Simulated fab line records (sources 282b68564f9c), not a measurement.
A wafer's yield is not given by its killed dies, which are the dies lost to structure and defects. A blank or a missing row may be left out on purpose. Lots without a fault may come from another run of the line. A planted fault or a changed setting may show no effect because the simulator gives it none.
fab line records	flow ritCmos
[record] lots = 5	wafers = 23
route steps=202 shown ACTIVE@7 NWELL@29 PWELL@40 WELLDRIVE@50 NRETRO@54 PRETRO@72 REOX@101 NLDD@111 PLDD@122 SPACER@128 NSD@139
startH: start of the lot's first displayed wafer, in hours after the record's first day	waitH: hours since the lot's step before	" the same as in the row above	L1.1+2: a single row standing in for several wafers	- no value present, or no start provided	* or withheld: withheld	< > ~ a bound
route shown NAME@n: a module of which the file shows steps, and the number in the route of the first	usual: average and standard deviation across the fault-free wafers	same: alike in all rows	chamber/n: place in a boat	sites: per-site readings	_std_site: how widely they spread, as a standard deviation	_edge_site: the outer-site mean with the inner-site mean subtracted	radiusMm: how far each site lies from the wafer's centre	mask NAME#n: copy n	behind: the tool/chamber that last shaped the wafer	hold: the reason the lot was held/the length of the hold in hours/how it ended	device: names the non-switching transistor (n, p or np)	end of line: at the end of the route, the tests of the same wafers	a step given without rows: its recipe and nothing more	killed: not the wafer's yield, but the dies lost to structure and defects at the first sort	map: the dies of a wafer, with x for killed, . for not killed, _ for no die there
set.NAME: the setting that was run; set.NAME@STEP: the one run at that earlier step	model.NAME: the simulator's own value behind a step, which no gauge read
lots with deliberately changed settings; one table per step, one row per wafer
[[steps]]
[step RIT_ACTIVE_COAT_06]
[recipe] resist = NOVOLAK	spinRpm = 3250	resistThkNm = 1000
lot.wafer	tool	chamber	startH	waitH	set.spinRpm	model.NOVOLAK_of_ACTIVE_COAT_06.thkNm
L074.1+4	lithoTrack-04	0	13.81	0.1	3099	1028
L074.2	"	0	"	"	3250	1004
L074.3	"	0	"	"	3250	1005
L074.5	"	0	"	"	3250	1002
L080.1	lithoTrack-02	0	44.68	0.1	3430	968.1
L080.2	"	0	"	"	3430	967.8
L080.4	"	0	"	"	3250	995
L080.5	"	0	"	"	3250	995.6
L080.6	"	0	"	"	3250	993.6
L081.1	lithoTrack-03	0	48.74	0.1	3250	1000
L081.2	"	0	"	"	3333	989.2
L081.3+5	"	0	"	"	3250	1002
L081.4	"	0	"	"	3333	989.7
L082.1	lithoTrack-02	0	53.74	0.1	3250	999.1
L082.3	"	0	"	"	3250	996
L082.6	"	0	"	"	3250	997.8
L085.1	lithoTrack-04	0	68.74	0.1	3180	1014
L085.3	"	0	"	"	3180	1013
L085.4+5	"	0	"	"	3250	1001
L085.6	"	0	"	"	3180	1010
[step RIT_NWELL_COAT_01]
[recipe] resist = NOVOLAK	spinRpm = 2000	resistThkNm = 1300
lot.wafer	tool	chamber	startH	waitH	set.spinRpm	model.NOVOLAK_of_NWELL_COAT_01.thkNm
L074.1+2	lithoTrack-01	0	21.02	0.1	2000	1302
L074.3	"	0	"	"	2000	1300
L074.4	"	0	"	"	2066	1283
L074.5	"	0	"	"	2066	1279
L080.1	lithoTrack-01	0	51.29	0.1	2000	1293
L080.2	"	0	"	"	2134	1254
L080.4	"	0	"	"	2000	1294
L080.5	"	0	"	"	2134	1252
L080.6	"	0	"	"	2000	1297
L081.1+5	lithoTrack-04	0	56.37	0.1	2000	1301
L081.2+3	"	0	"	"	1920	1330
L081.4	"	0	"	"	1920	1326
L082.1	lithoTrack-04	0	59.52	0.1	2000	1301
L082.3	"	0	"	"	2000	1297
L082.6	"	0	"	"	2000	1303
L085.1+5	lithoTrack-03	0	74.64	0.1	2000	1302
L085.3+6	"	0	"	"	2043	1288
L085.4	"	0	"	"	2043	1285
[step RIT_NWELL_SOFTBAKE_02]
[recipe] resist = NOVOLAK	tempC = 90	timeS = 60
[step RIT_NWELL_EXPOSE_03]
[recipe] maskId = M2	na = 0.57	targetCdNm = 43900	doseMj = 250
[step RIT_NWELL_DEVELOP_05]
[recipe] resist = NOVOLAK	developTimeS = 68	devTempC = 23
[step RIT_NWELL_HARDBAKE_07]
[recipe] resist = NOVOLAK	tempC = 140	timeS = 120
lot.wafer	tool	chamber	startH	waitH	set.spinRpm@NWELL_COAT_01	model.NOVOLAK_of_NWELL_COAT_01.thkNm
L074.1+2	lithoTrack-03	0	21.78	0.0	2000	1139
L074.3	"	0	"	"	2000	1137
L074.4	"	0	"	"	2066	1122
L074.5	"	0	"	"	2066	1119
L080.1+4	lithoTrack-01	0	52.18	0.0	2000	1131
L080.2	"	0	"	"	2134	1097
L080.5	"	0	"	"	2134	1096
L080.6	"	0	"	"	2000	1134
L081.1+5	lithoTrack-03	0	57.14	0.0	2000	1138
L081.2+3	"	0	"	"	1920	1163
L081.4	"	0	"	"	1920	1159
L082.1	lithoTrack-03	0	60.61	0.0	2000	1138
L082.3	"	0	"	"	2000	1134
L082.6	"	0	"	"	2000	1139
L085.1+5	lithoTrack-04	0	75.53	0.0	2000	1139
L085.3+6	"	0	"	"	2043	1126
L085.4	"	0	"	"	2043	1124
[step RIT_NWELL_IMPLANT_08]
[recipe] species = P	energyKev = 170	doseCm2 = 5e+13	tiltDeg = 7
lot.wafer	tool	chamber	startH	waitH	set.energyKev	model.implant.rpNm	model.implant.drpNm
L074.1+4+5	implanter-01	0	22.03	0.2	170	209.4	68.82
L074.2+3	"	0	"	"	178.7	220.5	71.45
L080.1+4	implanter-03	0	52.43	0.2	176.4	217.4	70.76
L080.2+5+6	"	0	"	"	170	209.3	68.82
L081.1+4+5	implanter-01	0	57.39	0.2	162.8	205.2	66.67
L081.2+3	"	0	"	"	170	214.5	68.82
L082.1+3+6	implanter-02	0	60.86	0.2	170	213.6	68.82
L085.1+3+4+5+6	implanter-02	0	75.78	0.2	170	212.6	68.82
[step RIT_PWELL_COAT_01]
[recipe] resist = NOVOLAK	spinRpm = 2000	resistThkNm = 1300
lot.wafer	tool	chamber	startH	waitH	set.spinRpm	model.NOVOLAK_of_PWELL_COAT_01.thkNm
L074.1	lithoTrack-02	0	22.57	0.1	1890	1339
L074.2	"	0	"	"	1890	1335
L074.3	"	0	"	"	2000	1297
L074.4	"	0	"	"	2000	1299
L074.5	"	0	"	"	1890	1338
L080.1+6	lithoTrack-02	0	52.96	0.1	2000	1294
L080.2	"	0	"	"	2041	1279
L080.4	"	0	"	"	2041	1286
L080.5	"	0	"	"	2000	1296
L081.1	lithoTrack-02	0	57.92	0.1	2000	1296
L081.2	"	0	"	"	2000	1300
L081.3	"	0	"	"	2000	1293
L081.4	"	0	"	"	2000	1298
L081.5	"	0	"	"	2000	1299
L082.1	lithoTrack-02	0	61.40	0.1	2000	1300
L082.3	"	0	"	"	2000	1298
L082.6	"	0	"	"	2000	1297
L085.1	lithoTrack-04	0	76.31	0.1	2000	1307
L085.3	"	0	"	"	2148	1264
L085.4+5	"	0	"	"	2000	1305
L085.6	"	0	"	"	2148	1262
[step RIT_PWELL_SOFTBAKE_02]
[recipe] resist = NOVOLAK	tempC = 90	timeS = 60
[step RIT_PWELL_EXPOSE_03]
[recipe] maskId = M3	na = 0.57	targetCdNm = 43700	doseMj = 250
[step RIT_PWELL_DEVELOP_05]
[recipe] resist = NOVOLAK	developTimeS = 68	devTempC = 23
[step RIT_PWELL_HARDBAKE_07]
[recipe] resist = NOVOLAK	tempC = 140	timeS = 120
lot.wafer	tool	chamber	startH	waitH	set.spinRpm@PWELL_COAT_01	model.NOVOLAK_of_PWELL_COAT_01.thkNm
L074.1+5	lithoTrack-01	0	23.48	0.1	1890	1170
L074.2	"	0	"	"	1890	1167
L074.3	"	0	"	"	2000	1134
L074.4	"	0	"	"	2000	1136
L080.1+6	lithoTrack-04	0	53.85	0.0	2000	1132
L080.2	"	0	"	"	2041	1119
L080.4	"	0	"	"	2041	1125
L080.5	"	0	"	"	2000	1134
L081.1	lithoTrack-02	0	58.82	0.0	2000	1133
L081.2	"	0	"	"	2000	1137
L081.3	"	0	"	"	2000	1131
L081.4	"	0	"	"	2000	1135
L081.5	"	0	"	"	2000	1136
L082.1	lithoTrack-02	0	62.30	0.0	2000	1137
L082.3	"	0	"	"	2000	1135
L082.6	"	0	"	"	2000	1134
L085.1	lithoTrack-02	0	77.08	0.0	2000	1143
L085.3	"	0	"	"	2148	1105
L085.4+5	"	0	"	"	2000	1141
L085.6	"	0	"	"	2148	1104
[step RIT_PWELL_IMPLANT_08]
[recipe] species = B	energyKev = 170	doseCm2 = 7e+13	tiltDeg = 7
lot.wafer	tool	chamber	startH	waitH	set.doseCm2
L074.1+2+3+4+5	implanter-02	0	23.73	0.2	7e+13
L080.1+5	implanter-04	0	54.10	0.2	7e+13
L080.2+4+6	"	0	"	"	7.287e+13
L081.1+2+5	implanter-03	0	59.07	0.2	6.851e+13
L081.3+4	"	0	"	"	7e+13
L082.1+3+6	implanter-02	0	62.55	0.2	7e+13
L085.1+3+4+5+6	implanter-04	0	77.33	0.2	7e+13
[step RIT_PWELL_STRIP_09]
[recipe] chemistry = O2	timeS = 180	resist = NOVOLAK	platenTempC = withheld	powerW = 500	pressureMtorr = 4000	o2FlowSccm = 4000
[step RIT_WELLDRIVE_ANNEAL_00]
[recipe] tempC = 1100	timeS = 14700	ambient = N2
[step RIT_WELLDRIVE_RS_MEAS_02]
[recipe] thkMeasGauge = four-point-probe
[usual] PWELL_RS = 430.4/1.4
lot.wafer	tool	chamber	startH	waitH	set.doseCm2@PWELL_IMPLANT_08	PWELL_RS[ohm/sq]
L074.1	filmMetro-03	-	29.32	0.1	7e+13	431.8
L074.2	"	-	"	"	7e+13	432.8
L074.3	"	-	"	"	7e+13	431.5
L074.4	"	-	"	"	7e+13	430.5
L074.5	"	-	"	"	7e+13	431.4
L080.1	filmMetro-03	-	59.69	0.1	7e+13	433.5
L080.2	"	-	"	"	7.287e+13	420.5
L080.4	"	-	"	"	7.287e+13	421.3
L080.5	"	-	"	"	7e+13	431.5
L080.6	"	-	"	"	7.287e+13	421.3
L081.1	filmMetro-04	-	64.65	0.1	6.851e+13	435.7
L081.2	"	-	"	"	6.851e+13	435.3
L081.3	"	-	"	"	7e+13	430.3
L081.4	"	-	"	"	7e+13	430.2
L081.5	"	-	"	"	6.851e+13	435.9
L082.1	filmMetro-01	-	68.14	0.1	7e+13	428.7
L082.3	"	-	"	"	7e+13	428.9
L082.6	"	-	"	"	7e+13	429.1
L085.1	filmMetro-01	-	83.68	0.1	7e+13	428.9
L085.3	"	-	"	"	7e+13	428.2
L085.4	"	-	"	"	7e+13	429.0
L085.5	"	-	"	"	7e+13	428.9
L085.6	"	-	"	"	7e+13	428.8
[step RIT_NRETRO_COAT_01]
[recipe] resist = NOVOLAK	spinRpm = 2000	resistThkNm = 1300
lot.wafer	tool	chamber	startH	waitH	set.spinRpm	model.NOVOLAK_of_NRETRO_COAT_01.thkNm
L074.1	lithoTrack-03	0	29.59	0.1	1889	1334
L074.2	"	0	"	"	2000	1298
L074.3	"	0	"	"	2000	1297
L074.4	"	0	"	"	2000	1294
L074.5	"	0	"	"	1889	1335
L080.1	lithoTrack-03	0	59.96	0.1	2000	1292
L080.2	"	0	"	"	2000	1297
L080.4	"	0	"	"	1926	1325
L080.5	"	0	"	"	2000	1296
L080.6	"	0	"	"	1926	1322
L081.1+2	lithoTrack-01	0	64.97	0.1	2058	1279
L081.3+5	"	0	"	"	2000	1296
L081.4	"	0	"	"	2058	1283
L082.1+6	lithoTrack-02	0	68.41	0.1	2000	1302
L082.3	"	0	"	"	2000	1299
L085.1	lithoTrack-01	0	83.95	0.1	2085	1271
L085.3	"	0	"	"	2000	1297
L085.4	"	0	"	"	2085	1274
L085.5	"	0	"	"	2000	1295
L085.6	"	0	"	"	2000	1298
[step RIT_NRETRO_SOFTBAKE_02]
[recipe] resist = NOVOLAK	tempC = 90	timeS = 60
[step RIT_NRETRO_EXPOSE_03]
[recipe] maskId = M4	na = 0.57	targetCdNm = 43900	doseMj = 250
[step RIT_NRETRO_DEVELOP_05]
[recipe] resist = NOVOLAK	developTimeS = 68	devTempC = 23
[step RIT_NRETRO_HARDBAKE_07]
[recipe] resist = NOVOLAK	tempC = 140	timeS = 120
lot.wafer	tool	chamber	startH	waitH	set.spinRpm@NRETRO_COAT_01	model.NOVOLAK_of_NRETRO_COAT_01.thkNm
L074.1	lithoTrack-03	0	30.35	0.0	1889	1166
L074.2	"	0	"	"	2000	1135
L074.3	"	0	"	"	2000	1134
L074.4	"	0	"	"	2000	1132
L074.5	"	0	"	"	1889	1167
L080.1	lithoTrack-03	0	60.86	0.2	2000	1130
L080.2	"	0	"	"	2000	1134
L080.4	"	0	"	"	1926	1159
L080.5	"	0	"	"	2000	1133
L080.6	"	0	"	"	1926	1156
L081.1+2	lithoTrack-01	0	65.85	0.0	2058	1119
L081.3+5	"	0	"	"	2000	1133
L081.4	"	0	"	"	2058	1122
L082.1	lithoTrack-02	0	69.18	0.0	2000	1138
L082.3	"	0	"	"	2000	1136
L082.6	"	0	"	"	2000	1139
L085.1	lithoTrack-01	0	84.75	0.1	2085	1112
L085.3+6	"	0	"	"	2000	1135
L085.4	"	0	"	"	2085	1114
L085.5	"	0	"	"	2000	1133
[step RIT_NRETRO_IMPLANT_08]
[recipe] species = P	energyKev = 70	doseCm2 = 1e+13	tiltDeg = 7
lot.wafer	tool	chamber	startH	waitH	set.doseCm2
L074.1+3+5	implanter-04	0	30.60	0.2	1.036e+13
L074.2+4	"	0	"	"	1e+13
L080.1+4+6	implanter-02	0	61.11	0.2	1e+13
L080.2+5	"	0	"	"	9.799e+12
L081.1+4	implanter-04	0	66.10	0.2	1e+13
L081.2+3+5	"	0	"	"	1.037e+13
L082.1+3+6	implanter-01	0	69.43	0.2	1e+13
L085.1+5+6	implanter-02	0	85.00	0.2	1e+13
L085.3+4	"	0	"	"	9.47e+12
[step RIT_NRETRO_STRIP_09]
[recipe] chemistry = O2	timeS = 180	resist = NOVOLAK	platenTempC = withheld	powerW = 500	pressureMtorr = 4000	o2FlowSccm = 4000
[step RIT_NRETRO_TW_MEAS_10]
[usual] NRETRO_TW = 1064/7.9
lot.wafer	tool	chamber	startH	waitH	set.doseCm2@NRETRO_IMPLANT_08	NRETRO_TW
L074.1	filmMetro-04	-	30.93	0.1	1.036e+13	1080
L074.2	"	-	"	"	1e+13	1064
L074.3	"	-	"	"	1.036e+13	1078
L074.4	"	-	"	"	1e+13	1073
L074.5	"	-	"	"	1.036e+13	1073
L080.1	filmMetro-04	-	61.44	0.1	1e+13	1070
L080.2	"	-	"	"	9.799e+12	1059
L080.4	"	-	"	"	1e+13	1073
L080.5	"	-	"	"	9.799e+12	1063
L080.6	"	-	"	"	1e+13	1071
L081.1	filmMetro-04	-	66.42	0.1	1e+13	1070
L081.2	"	-	"	"	1.037e+13	1082
L081.3	"	-	"	"	1.037e+13	1082
L081.4	"	-	"	"	1e+13	1071
L081.5	"	-	"	"	1.037e+13	1080
L082.1	filmMetro-04	-	69.75	0.1	1e+13	1067
L082.3	"	-	"	"	1e+13	1066
L082.6	"	-	"	"	1e+13	1069
L085.1	filmMetro-04	-	85.33	0.1	1e+13	1074
L085.3	"	-	"	"	9.47e+12	1049
L085.4	"	-	"	"	9.47e+12	1051
L085.5	"	-	"	"	1e+13	1067
L085.6	"	-	"	"	1e+13	1069
[step RIT_PRETRO_IMPLANT_08]
[recipe] species = B	energyKev = 45	doseCm2 = 1.2e+13	tiltDeg = 7
lot.wafer	tool	chamber	startH	waitH	set.energyKev	model.implant.rpNm	model.implant.drpNm
L074.1+2+3+4+5	implanter-04	0	32.39	0.2	45	144.4	55.07
L080.1+2+4+5+6	implanter-01	0	62.84	0.2	45	149.4	55.07
L081.1+3+5	implanter-01	0	67.77	0.2	45	146.2	55.07
L081.2+4	"	0	"	"	47.36	153.4	56.75
L082.1+3+6	implanter-01	0	71.10	0.2	45	145.3	55.07
L085.1+5	implanter-04	0	86.59	0.2	42.44	142.4	53.18
L085.3+4+6	"	0	"	"	45	150.5	55.07
[step RIT_REOX_OXIDATION_03]
[recipe] tempC = 900	ambient = O2	targetThkA = 252	oxTimeS = 5580
lot.wafer	tool	chamber	startH	waitH	set.oxTimeS	model.SiO2_of_REOX_OXIDATION_03.thkNm
L074.1	-	-	-	0.0	5234	24.1
L074.2	"	-	"	"	5234	24.29
L074.3+5	"	-	"	"	5234	23.95
L074.4	"	-	"	"	5234	23.54
L080.1	-	-	-	0.0	5580	25.99
L080.2	"	-	"	"	5580	25.65
L080.4	"	-	"	"	5580	25.69
L080.5	"	-	"	"	5580	25.84
L080.6	"	-	"	"	5580	25.72
L081.1	-	-	-	0.0	4920	22.75
L081.2	"	-	"	"	4920	23.16
L081.3	"	-	"	"	4920	22.93
L081.4	"	-	"	"	4920	22.64
L081.5	"	-	"	"	4920	22.97
L082.1	furnace-04	0	77.46	0.4	5580	25.31
L082.3	"	0	"	"	5580	24.88
L082.6	"	0	"	"	5580	25.19
L085.1	-	-	-	0.2	5178	22.79
L085.3	"	-	"	"	5178	23.06
L085.4	"	-	"	"	5178	23.16
L085.5	"	-	"	"	5178	23.33
L085.6	"	-	"	"	5178	22.8
[step RIT_NLDD_IMPLANT_08]
[recipe] species = P	energyKev = 20	doseCm2 = 5e+14	tiltDeg = 7
lot.wafer	tool	chamber	startH	waitH	set.energyKev	model.implant.drpNm
L074.1+2+5	implanter-01	0	42.63	0.1	20	12.97
L074.3+4	"	0	"	"	18.98	12.57
L080.1+2+4+5+6	implanter-03	0	72.56	0.1	20	12.97
L081.1+2+5	implanter-02	0	77.39	0.1	20	12.97
L081.3+4	"	0	"	"	20.86	13.3
L082.1+3+6	implanter-02	0	81.11	0.1	20	12.97
L085.1+4	implanter-02	0	97.29	0.1	21.04	13.37
L085.3+5+6	"	0	"	"	20	12.97
[step RIT_PLDD_IMPLANT_08]
[recipe] species = BF2	energyKev = 20	doseCm2 = 9e+14	tiltDeg = 7
lot.wafer	tool	chamber	startH	waitH	set.doseCm2
L074.1+2+3	implanter-02	0	44.05	0.1	9e+14
L074.4+5	"	0	"	"	8.357e+14
L080.1+2+4+5+6	implanter-03	0	74.16	0.1	9e+14
L081.1+2+4	implanter-02	0	78.82	0.1	9e+14
L081.3+5	"	0	"	"	9.226e+14
L082.1+3+6	implanter-03	0	82.53	0.1	9e+14
L085.1+4+5	implanter-03	0	98.71	0.1	9e+14
L085.3+6	"	0	"	"	9.53e+14
[step RIT_PLDD_STRIP_09]
[recipe] chemistry = O2	timeS = 180	resist = NOVOLAK	platenTempC = withheld	powerW = 500	pressureMtorr = 4000	o2FlowSccm = 4000
[step RIT_PLDD_TW_MEAS_10]
[usual] PLDD_TW = 2368/19
lot.wafer	tool	chamber	startH	waitH	set.doseCm2@PLDD_IMPLANT_08	PLDD_TW
L074.1	filmMetro-04	-	44.37	0.1	9e+14	2383
L074.2	"	-	"	"	9e+14	2382
L074.3	"	-	"	"	9e+14	2393
L074.4	"	-	"	"	8.357e+14	2333
L074.5	"	-	"	"	8.357e+14	2335
L080.1	filmMetro-04	-	74.49	0.1	9e+14	2396
L080.2	"	-	"	"	9e+14	2397
L080.4	"	-	"	"	9e+14	2402
L080.5	"	-	"	"	9e+14	2396
L080.6	"	-	"	"	9e+14	2402
L081.1	filmMetro-01	-	79.14	0.1	9e+14	2357
L081.2	"	-	"	"	9e+14	2371
L081.3	"	-	"	"	9.226e+14	2378
L081.4	"	-	"	"	9e+14	2353
L081.5	"	-	"	"	9.226e+14	2373
L082.1	filmMetro-01	-	82.86	0.1	9e+14	2348
L082.3	"	-	"	"	9e+14	2356
L082.6	"	-	"	"	9e+14	2357
L085.1	filmMetro-01	-	99.04	0.1	9e+14	2349
L085.3	"	-	"	"	9.53e+14	2392
L085.4	"	-	"	"	9e+14	2350
L085.5	"	-	"	"	9e+14	2361
L085.6	"	-	"	"	9.53e+14	2400
[step RIT_SPACER_CVD_03]
[recipe] material = Si3N4	targetThkNm = 250	tempC = 810	precursor = SiH2Cl2/NH3	timeS = 3300	pressureMtorr = 300	sih2cl2FlowSccm = 60	nh3FlowSccm = 150
lot.wafer	tool	chamber	startH	waitH	set.nh3FlowSccm
L074.1+2+3+4+5	-	-	-	0.0	169
L080.1+2+4+5+6	-	-	-	0.0	164.3
L081.1+2+3+4+5	-	-	-	0.0	138.2
L082.1+3+6	lpcvd-01	0	83.53	0.2	150
L085.1+3+4+5+6	-	-	-	0.0	142.3
[step RIT_NSD_IMPLANT_08]
[recipe] species = P	energyKev = 25	doseCm2 = 1e+15	tiltDeg = 7
lot.wafer	tool	chamber	startH	waitH	set.energyKev	model.implant.drpNm
L074.1+2+3+4+5	implanter-01	0	47.96	0.1	25	14.84
L080.1+5+6	implanter-04	0	78.24	0.1	25	14.84
L080.2+4	"	0	"	"	26.24	15.28
L081.1+2+3+4+5	implanter-01	0	83.88	0.1	25	14.84
L082.1+3+6	implanter-02	0	86.90	0.1	25	14.84
L085.1+3	implanter-01	0	102.93	0.1	26.21	15.27
L085.4+5+6	"	0	"	"	25	14.84
[[key]]
[split] step = RIT_ACTIVE_COAT_06	setting = spinRpm	stated = 3250	by = wafer
[response] step = RIT_ACTIVE_COAT_06	reading = model.NOVOLAK_of_ACTIVE_COAT_06.thkNm	change = -5	per = 1%	r = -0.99
[split] step = RIT_NWELL_COAT_01	setting = spinRpm	stated = 2000	by = wafer
[response] step = RIT_NWELL_COAT_01	reading = model.NOVOLAK_of_NWELL_COAT_01.thkNm	change = -6.39	per = 1%	r = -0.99
[response] step = RIT_NWELL_HARDBAKE_07	reading = model.NOVOLAK_of_NWELL_COAT_01.thkNm	change = -5.5	per = 1%	r = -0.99
[split] step = RIT_NWELL_IMPLANT_08	setting = energyKev	stated = 170	by = wafer
[response] step = RIT_NWELL_IMPLANT_08	reading = model.implant.rpNm	change = +2.17	per = 1%	r = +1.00
[response] step = RIT_NWELL_IMPLANT_08	reading = model.implant.drpNm	change = +0.512	per = 1%	r = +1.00
[split] step = RIT_PWELL_COAT_01	setting = spinRpm	stated = 2000	by = wafer
[response] step = RIT_PWELL_COAT_01	reading = model.NOVOLAK_of_PWELL_COAT_01.thkNm	change = -6.24	per = 1%	r = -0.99
[response] step = RIT_PWELL_HARDBAKE_07	reading = model.NOVOLAK_of_PWELL_COAT_01.thkNm	change = -5.37	per = 1%	r = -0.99
[split] step = RIT_PWELL_IMPLANT_08	setting = doseCm2	stated = 7e+13	by = wafer
[response] step = RIT_WELLDRIVE_RS_MEAS_02	reading = PWELL_RS	change = -2.74	per = 1%	r = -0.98
[split] step = RIT_NRETRO_COAT_01	setting = spinRpm	stated = 2000	by = wafer
[response] step = RIT_NRETRO_COAT_01	reading = model.NOVOLAK_of_NRETRO_COAT_01.thkNm	change = -6.55	per = 1%	r = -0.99
[response] step = RIT_NRETRO_HARDBAKE_07	reading = model.NOVOLAK_of_NRETRO_COAT_01.thkNm	change = -5.64	per = 1%	r = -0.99
[split] step = RIT_NRETRO_IMPLANT_08	setting = doseCm2	stated = 1e+13	by = wafer
[response] step = RIT_NRETRO_TW_MEAS_10	reading = NRETRO_TW	change = +3.4	per = 1%	r = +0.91
[split] step = RIT_PRETRO_IMPLANT_08	setting = energyKev	stated = 45	by = wafer
[response] step = RIT_PRETRO_IMPLANT_08	reading = model.implant.rpNm	change = +1.41	per = 1%	r = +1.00
[response] step = RIT_PRETRO_IMPLANT_08	reading = model.implant.drpNm	change = +0.327	per = 1%	r = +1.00
[split] step = RIT_REOX_OXIDATION_03	setting = oxTimeS	stated = 5580	by = lot
[response] step = RIT_REOX_OXIDATION_03	reading = model.SiO2_of_REOX_OXIDATION_03.thkNm	change = +0.242	per = 1%	r = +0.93
[split] step = RIT_NLDD_IMPLANT_08	setting = energyKev	stated = 20	by = wafer
[response] step = RIT_NLDD_IMPLANT_08	reading = model.implant.drpNm	change = +0.0781	per = 1%	r = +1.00
[split] step = RIT_PLDD_IMPLANT_08	setting = doseCm2	stated = 9e+14	by = wafer
[response] step = RIT_PLDD_TW_MEAS_10	reading = PLDD_TW	change = +7.22	per = 1%	r = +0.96
[split] step = RIT_SPACER_CVD_03	setting = nh3FlowSccm	stated = 150	by = lot
response none in this file
[split] step = RIT_NSD_IMPLANT_08	setting = energyKev	stated = 25	by = wafer
[response] step = RIT_NSD_IMPLANT_08	reading = model.implant.drpNm	change = +0.0887	per = 1%	r = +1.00
